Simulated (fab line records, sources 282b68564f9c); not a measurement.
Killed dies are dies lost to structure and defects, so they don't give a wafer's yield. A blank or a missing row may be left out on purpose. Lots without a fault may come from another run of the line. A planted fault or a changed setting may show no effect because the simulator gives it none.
fab line records | flow rit_cmos
record lots=15 wafers=45 last_day=7
route steps=202 shown NWELL@37 PRETRO@70 PSD@148 M1@202
lots that met no fault: from a run of the same line without faults
start_h: hours from the record's first day to the start of the lot's first wafer shown | wait_h: hours since the lot's step before | " the same as in the row above | L1.1+2: a row that stands for several wafers | - no value, or no start given | * or withheld: withheld | < > ~ a bound
route shown NAME@n: a module of which the file shows steps, and the number in the route of the first | usual: mean/standard deviation of fault-free wafers | same: alike in all rows | chamber/n: place in a boat | sites: the reading at each site | _std_site: their standard deviation | _edge_site: outer sites' mean less inner sites' | radius_mm: how far each site lies from the wafer's centre | mask NAME#n: copy n | behind: the tool/chamber that last shaped the wafer | hold: why the lot was held/for how many hours/how that ended | device: the transistor (n, p or np) that didn't switch | end of line: the same wafers' tests at the end of the route | a step without rows: its recipe alone | killed: dies lost to structure and defects at the first sort, not the wafer's yield | map: a wafer's dies, x killed, . not, _ none there
set.NAME: the setting as run; set.NAME@STEP: as run at that earlier step | model.NAME: the simulator's own value behind a step, which no gauge read
steps of the route over a sample of lots; a table a step, a row a wafer
services: from which hour (start_h, from the record's first day; less than 0 if before it) a tool's chamber was out of use, for how many hours, and why
## steps
# step RIT_NWELL_STRIP_09
# recipe chemistry=O2 time_s=180 resist=NOVOLAK platen_temp_c=withheld power_w=500 pressure_mtorr=4000 o2_flow_sccm=4000
# usual drypump_motor_current_A=5.7/0.31
# columns lot.wafer tool chamber start_h wait_h drypump_motor_current_A rf_hours_counter_h
L783.3 plasma_asher-01 1 21.41 0.1 5.6 -
L783.4 " 0 " " 6.1 -
L783.6 " 1 " " 5.7 -
L784.2 plasma_asher-02 0 27.43 0.1 5.7 38
L784.3 " 0 " " 5.7 -
L784.6 " 0 " " 5.7 -
L785.1 plasma_asher-01 1 34.98 0.1 5.6 38
L785.4 " 1 " " 5.6 -
L785.6 " 0 " " 6.1 -
L786.2 plasma_asher-02 0 38.94 0.1 5.7 40
L786.4 " 1 " " 5.9 -
L786.6 " 0 " " 5.7 -
L787.4 plasma_asher-04 0 46.13 0.1 5.0 -
L787.5 " 1 " " 5.6 -
L787.6 " 0 " " 5.0 -
L789.1 plasma_asher-02 1 52.36 0.1 5.8 41
L789.4 " 0 " " 5.8 -
L789.6 " 0 " " 5.7 -
L791.2 plasma_asher-01 0 66.96 0.1 6.1 42
L791.3 " 0 " " 6.1 -
L791.4 " 1 " " 5.7 -
L792.1 plasma_asher-04 1 71.16 0.1 5.5 27
L792.2 " 0 " " 5.0 27
L792.5 " 0 " " 5.0 -
L793.2 plasma_asher-02 1 72.15 0.1 5.9 43
L793.3 " 1 " " 5.9 -
L793.5 " 1 " " 5.9 -
L795.1 plasma_asher-01 0 83.27 0.1 6.1 43
L795.2 " 1 " " 5.7 43
L795.6 " 0 " " 6.1 -
L799.1 plasma_asher-01 1 102.85 0.1 5.7 45
L799.2 " 0 " " 6.1 45
L799.5 " 0 " " 6.1 -
L801.1 plasma_asher-04 0 112.90 0.1 5.0 32
L801.4 " 1 " " 5.5 -
L801.6 " 0 " " 5.0 -
L802.2 plasma_asher-02 0 116.41 0.1 5.7 48
L802.3 " 0 " " 5.7 -
L802.6 " 0 " " 5.7 -
L803.1 plasma_asher-02 0 122.39 0.1 5.7 49
L803.2 " 1 " " 5.9 49
L803.3 " 1 " " 5.9 -
L805.1 plasma_asher-01 1 135.26 0.1 5.7 2
L805.3 " 1 " " 5.6 -
L805.4 " 0 " " 6.1 -
# step RIT_PRETRO_OVL_MEAS_06
# usual PRETRO_OVL=0.2/1.4
# columns lot.wafer tool chamber start_h wait_h PRETRO_OVL[nm]
L783.3 overlay-02 - 31.36 - -3.1
L783.4 " - " " -2.3
L783.6 " - " " -0.8
L784.2 overlay-02 - 37.92 - 1.6
L784.3 " - " " 2.5
L784.6 " - " " 0.2
L785.1 overlay-01 - 44.56 - -0.5
L785.4 " - " " 1.5
L785.6 " - " " 0.4
L786.2 overlay-01 - 49.96 - 0.0
L786.4 " - " " 0.3
L786.6 " - " " 1.0
L787.4 overlay-02 - 55.90 - 2.7
L787.5 " - " " 1.2
L787.6 " - " " 0.6
L789.1 overlay-01 - 63.64 - -1.2
L789.4 " - " " -0.5
L789.6 " - " " -3.5
L791.2 overlay-02 - 76.91 - 1.2
L791.3 " - " " 1.8
L791.4 " - " " 0.5
L792.1 overlay-01 - 82.55 - -3.0
L792.2 " - " " -2.7
L792.5 " - " " -3.2
L793.2 overlay-01 - 82.89 - 1.0
L793.3 " - " " -0.1
L793.5 " - " " -1.0
L795.1 overlay-02 - 94.38 - 0.7
L795.2 " - " " 0.6
L795.6 " - " " 1.1
L799.1 overlay-01 - 113.23 - -0.5
L799.2 " - " " 0.0
L799.5 " - " " 2.1
L801.1 overlay-01 - 122.62 - -1.2
L801.4 " - " " -1.6
L801.6 " - " " -1.5
L802.2 overlay-01 - 127.57 - 2.2
L802.3 " - " " 1.0
L802.6 " - " " 1.2
L803.1 overlay-02 - 133.88 - -0.7
L803.2 " - " " 1.9
L803.3 " - " " 2.4
L805.1 overlay-02 - 145.85 - 0.6
L805.3 " - " " 0.4
L805.4 " - " " -0.5
# step RIT_PSD_OVL_MEAS_06
# usual PSD_OVL=0.7/1.4
# columns lot.wafer tool chamber start_h wait_h PSD_OVL[nm]
L783.3 overlay-01 - 53.84 - 0.1
L783.4 " - " " 0.6
L783.6 " - " " 0.6
L784.2 overlay-02 - 58.04 - 1.3
L784.3 " - " " 1.8
L784.6 " - " " 0.4
L785.1 overlay-02 - 64.73 - 0.8
L785.4 " - " " 0.2
L785.6 " - " " 0.6
L786.2 overlay-02 - 72.47 - 2.8
L786.4 " - " " 2.9
L786.6 " - " " 2.6
L787.4 overlay-01 - 81.82 - -0.2
L787.5 " - " " -1.1
L787.6 " - " " -0.9
L789.1 overlay-01 - 83.88 - 0.1
L789.4 " - " " 0.1
L789.6 " - " " 1.1
L791.2 overlay-01 - 95.64 - -1.1
L791.3 " - " " -0.8
L791.4 " - " " -2.2
L792.1 overlay-01 - 102.26 - -1.3
L792.2 " - " " -0.7
L792.5 " - " " -0.3
L793.2 overlay-02 - 104.05 - 1.1
L793.3 " - " " 1.3
L793.5 " - " " 2.2
L795.1 overlay-02 - 113.80 - 0.4
L795.2 " - " " 0.9
L795.6 " - " " -2.3
L799.1 overlay-02 - 130.46 - 1.9
L799.2 " - " " 0.4
L799.5 " - " " 0.0
L801.1 overlay-02 - 144.67 - 0.9
L801.4 " - " " 1.2
L801.6 " - " " 1.6
L802.2 overlay-01 - 148.06 - 0.8
L802.3 " - " " 1.0
L802.6 " - " " 1.6
L803.1 overlay-02 - 153.84 - -1.1
L803.2 " - " " -0.5
L803.3 " - " " -1.6
L805.1 overlay-01 - 164.23 - -0.7
L805.3 " - " " 0.1
L805.4 " - " " 0.3
# step RIT_PSD_IMPLANT_08
# recipe species=BF2 energy_kev=27 dose_cm2=5e+15 tilt_deg=7
# usual beam_energy_keV=27.000/0.0086
# columns lot.wafer tool chamber start_h wait_h beam_energy_keV
L783.3 implanter-03 0 54.06 0.1 26.978
L783.4 " 0 " " 26.988
L783.6 " 0 " " 26.990
L784.2 implanter-04 0 58.25 0.1 27.003
L784.3 " 0 " " 27.002
L784.6 " 0 " " 26.986
L785.1 implanter-03 0 64.91 0.1 27.009
L785.4 " 0 " " 27.008
L785.6 " 0 " " 27.009
L786.2 implanter-01 0 72.68 0.1 27.000
L786.4 " 0 " " 26.990
L786.6 " 0 " " 26.995
L787.4 implanter-04 0 82.31 0.1 26.995
L787.5 " 0 " " 27.004
L787.6 " 0 " " 27.003
L789.1 implanter-03 0 84.07 0.1 27.002
L789.4 " 0 " " 27.001
L789.6 " 0 " " 26.990
L791.2 implanter-01 0 95.84 0.1 27.006
L791.3 " 0 " " 27.006
L791.4 " 0 " " 27.010
L792.1 implanter-01 0 102.44 0.1 27.006
L792.2 " 0 " " 27.004
L792.5 " 0 " " 27.008
L793.2 implanter-01 0 104.26 0.1 26.995
L793.3 " 0 " " 26.988
L793.5 " 0 " " 26.995
L795.1 implanter-01 0 113.98 0.1 27.004
L795.2 " 0 " " 26.988
L795.6 " 0 " " 26.998
L799.1 implanter-04 0 130.64 0.1 26.999
L799.2 " 0 " " 26.996
L799.5 " 0 " " 26.997
L801.1 implanter-03 0 144.86 0.1 27.784
L801.4 " 0 " " 27.778
L801.6 " 0 " " 27.774
L802.2 implanter-04 0 148.35 0.1 27.007
L802.3 " 0 " " 27.001
L802.6 " 0 " " 27.005
L803.1 implanter-03 0 154.03 0.1 27.778
L803.2 " 0 " " 27.769
L803.3 " 0 " " 27.769
L805.1 implanter-03 0 164.41 0.1 27.757
L805.3 " 0 " " 27.759
L805.4 " 0 " " 27.753
# step RIT_SDANNEAL_RS_MEAS_04
# recipe thk_meas_gauge=four-point-probe
# usual PSD_RS=115.9/0.33
# columns lot.wafer tool chamber start_h wait_h PSD_RS[ohm/sq]
L783.3 film_metro-04 - 54.87 0.1 115.7
L783.4 " - " " 115.7
L783.6 " - " " 115.7
L784.2 film_metro-03 - 59.09 0.1 115.3
L784.3 " - " " 115.5
L784.6 " - " " 115.6
L785.1 film_metro-03 - 65.76 0.0 115.5
L785.4 " - " " 115.4
L785.6 " - " " 115.7
L786.2 film_metro-04 - 73.50 0.1 115.4
L786.4 " - " " 115.7
L786.6 " - " " 115.9
L787.4 film_metro-04 - 83.16 0.1 116.2
L787.5 " - " " 116.1
L787.6 " - " " 116.2
L789.1 film_metro-03 - 84.88 0.0 115.8
L789.4 " - " " 115.8
L789.6 " - " " 115.5
L791.2 film_metro-04 - 96.65 0.1 116.0
L791.3 " - " " 115.8
L791.4 " - " " 115.8
L792.1 film_metro-02 - 103.25 0.0 115.6
L792.2 " - " " 116.1
L792.5 " - " " 115.7
L793.2 film_metro-03 - 105.06 0.1 116.3
L793.3 " - " " 116.6
L793.5 " - " " 116.2
L795.1 film_metro-03 - 114.86 0.0 116.0
L795.2 " - " " 116.1
L795.6 " - " " 116.3
L799.1 film_metro-03 - 131.47 0.0 115.9
L799.2 " - " " 115.8
L799.5 " - " " 116.0
L801.1 film_metro-04 - 146.08 0.0 114.1
L801.4 " - " " 114.1
L801.6 " - " " 114.0
L802.2 film_metro-03 - 149.36 0.1 115.9
L802.3 " - " " 116.2
L802.6 " - " " 115.9
L803.1 film_metro-03 - 154.87 0.0 114.8
L803.2 " - " " 114.5
L803.3 " - " " 114.6
L805.1 film_metro-04 - 165.33 0.0 114.1
L805.3 " - " " 114.2
L805.4 " - " " 114.1
# step RIT_M1_PROBE_99
# usual killed_at_M0_to_M3=0.0/0.12 killed_at_contacts=0.1/0.31 killed_at_front_end=8/3.1 killed_dies=8/3.2 killed_open=3.9/2.2 killed_short=3.8/2.1
# same gross_dies=264 killed_at_M4_up=0 killed_at_back_side=0 killed_at_other=0
# columns lot.wafer tool chamber start_h wait_h killed_at_M0_to_M3 killed_at_contacts killed_at_front_end killed_dies killed_open killed_short
L793.2 prober-02 - 112.80 0.1 0 0 7 7 3 4
L793.3 prober-02 - 112.85 0.2 0 0 8 8 3 5
L793.5 prober-02 - 112.95 0.2 0 0 4 4 2 2
L795.1 prober-02 - 122.41 0.1 0 0 9 9 4 5
L795.2 prober-02 - 122.46 0.1 0 0 7 7 4 3
L795.6 prober-02 - 122.66 0.2 0 0 11 11 9 2
L801.1 prober-02 - 153.94 0.1 0 0 9 9 2 7
L801.4 prober-02 - 154.09 0.2 0 0 5 5 4 1
L801.6 prober-02 - 154.19 0.2 0 0 12 12 4 8
L805.1 prober-02 - 172.80 0.1 0 0 7 7 2 5
L805.3 prober-02 - 172.90 0.2 0 0 10 10 5 5
L805.4 prober-02 - 172.95 0.2 0 0 6 6 4 2
# killed by level:class
L793.2 FOX1:geometric_particle:short=2 GATE:geometric_particle:short=2 GATE:geometric_particle:open=2 SILICIDE:geometric_particle:open=1
L793.3 SILICIDE:geometric_particle:short=4 FOX1:geometric_particle:open=1 GATE:geometric_particle:open=1 GATE:geometric_particle:short=1 SPACER:geometric_particle:open=1
L793.5 REOX:geometric_particle:short=1 REOX:geometric_particle:open=1 SPACER:geometric_particle:open=1 SILICIDE:geometric_particle:short=1
L795.1 FOX2:geometric_particle:short=4 GATE:geometric_particle:open=3 FOX2:geometric_particle:open=1 SILICIDE:geometric_particle:short=1
L795.2 FOX1:geometric_particle:open=2 ACTIVE:geometric_particle:open=1 FOX1:geometric_particle:short=1 GATE:geometric_particle:short=1 SPACER:geometric_particle:short=1 SPACER:geometric_particle:open=1
L795.6 GATE:geometric_particle:open=3 REOX:geometric_particle:open=3 FOX1:geometric_particle:short=1 FOX1:geometric_particle:open=1 REOX:geometric_particle:short=1 SPACER:geometric_particle:open=1 SILICIDE:geometric_particle:open=1
L801.1 GATE:geometric_particle:short=3 REOX:geometric_particle:short=2 GATE:geometric_particle:open=1 SPACER:geometric_particle:short=1 SILICIDE:geometric_particle:short=1 SILICIDE:geometric_particle:open=1
L801.4 GATE:geometric_particle:open=3 FOX1:geometric_particle:short=1 SILICIDE:geometric_particle:open=1
L801.6 REOX:geometric_particle:short=3 GATE:geometric_particle:short=2 SILICIDE:geometric_particle:open=2 SILICIDE:geometric_particle:short=2 FOX1:geometric_particle:open=1 FOX1:geometric_particle:short=1 GATE:geometric_particle:open=1
L805.1 FOX1:geometric_particle:short=2 GATE:geometric_particle:short=2 GATE:geometric_particle:open=1 SPACER:geometric_particle:short=1 SPACER:geometric_particle:open=1
L805.3 GATE:geometric_particle:open=3 FOX1:geometric_particle:short=1 FOX1:geometric_particle:open=1 FOX2:geometric_particle:short=1 GATE:geometric_particle:short=1 REOX:geometric_particle:short=1 SPACER:geometric_particle:open=1 SPACER:geometric_particle:short=1
L805.4 GATE:geometric_particle:open=2 FOX1:geometric_particle:short=1 GATE:geometric_particle:short=1 REOX:geometric_particle:open=1 SPACER:geometric_particle:open=1
## services
# columns tool chamber start_h hours kind
implanter-01 - 1.63 2.7 repair
implanter-04 - 35.09 3.4 repair
plasma_asher-01 - 55.06 1.2 repair
implanter-03 - 57.50 1.7 repair
implanter-04 - 64.76 1.3 repair
implanter-03 - 65.47 4.7 pm
implanter-04 - 69.34 5.4 repair
implanter-03 - 70.16 3.2 pm
plasma_asher-02 - 72.75 2.8 pm
implanter-01 - 82.18 4.4 pm
implanter-03 - 84.58 10.2 repair
implanter-04 - 94.46 5.6 pm
plasma_asher-01 - 108.90 9.0 pm
plasma_asher-01 0 108.90 9.0 vent_cycle
plasma_asher-01 1 108.90 9.0 vent_cycle
plasma_asher-01 0 117.90 - clean
plasma_asher-01 1 117.90 - clean
implanter-04 - 123.43 2.4 repair
plasma_asher-04 - 132.08 5.2 repair
## key
first_sign step=RIT_PSD_IMPLANT_08 reading=beam_energy_keV direction=up sigmas=90 usual=27.000 struck=27.769
effect step=RIT_SDANNEAL_RS_MEAS_04 reading=PSD_RS direction=down sigmas=4.9 usual=115.9 struck=114.3
met_at RIT_PSD_IMPLANT_08
struck_lots L801,L803,L805
tester_left_out L801,L803,L805
not_acting_at RIT_NWELL_STRIP_09,RIT_PRETRO_OVL_MEAS_06,RIT_PSD_OVL_MEAS_06
onset_between 84.07 144.86
fault kind=process_parameter_drift tool=implanter-03 chamber=- onset_h=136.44 steps=RIT_PSD_IMPLANT_08 channel=energy_kev offset=0.76929 shape=step end_h=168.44 acts_in=these_recipes_only stated=27
# tester_left_out: of these lots the tester's yield and bins aren't shown, on N5 and GAA mostly nor the transistor test; their killed dies are dies lost to structure and defects alone, not to doping, threshold or leakage, so they don't give the yield
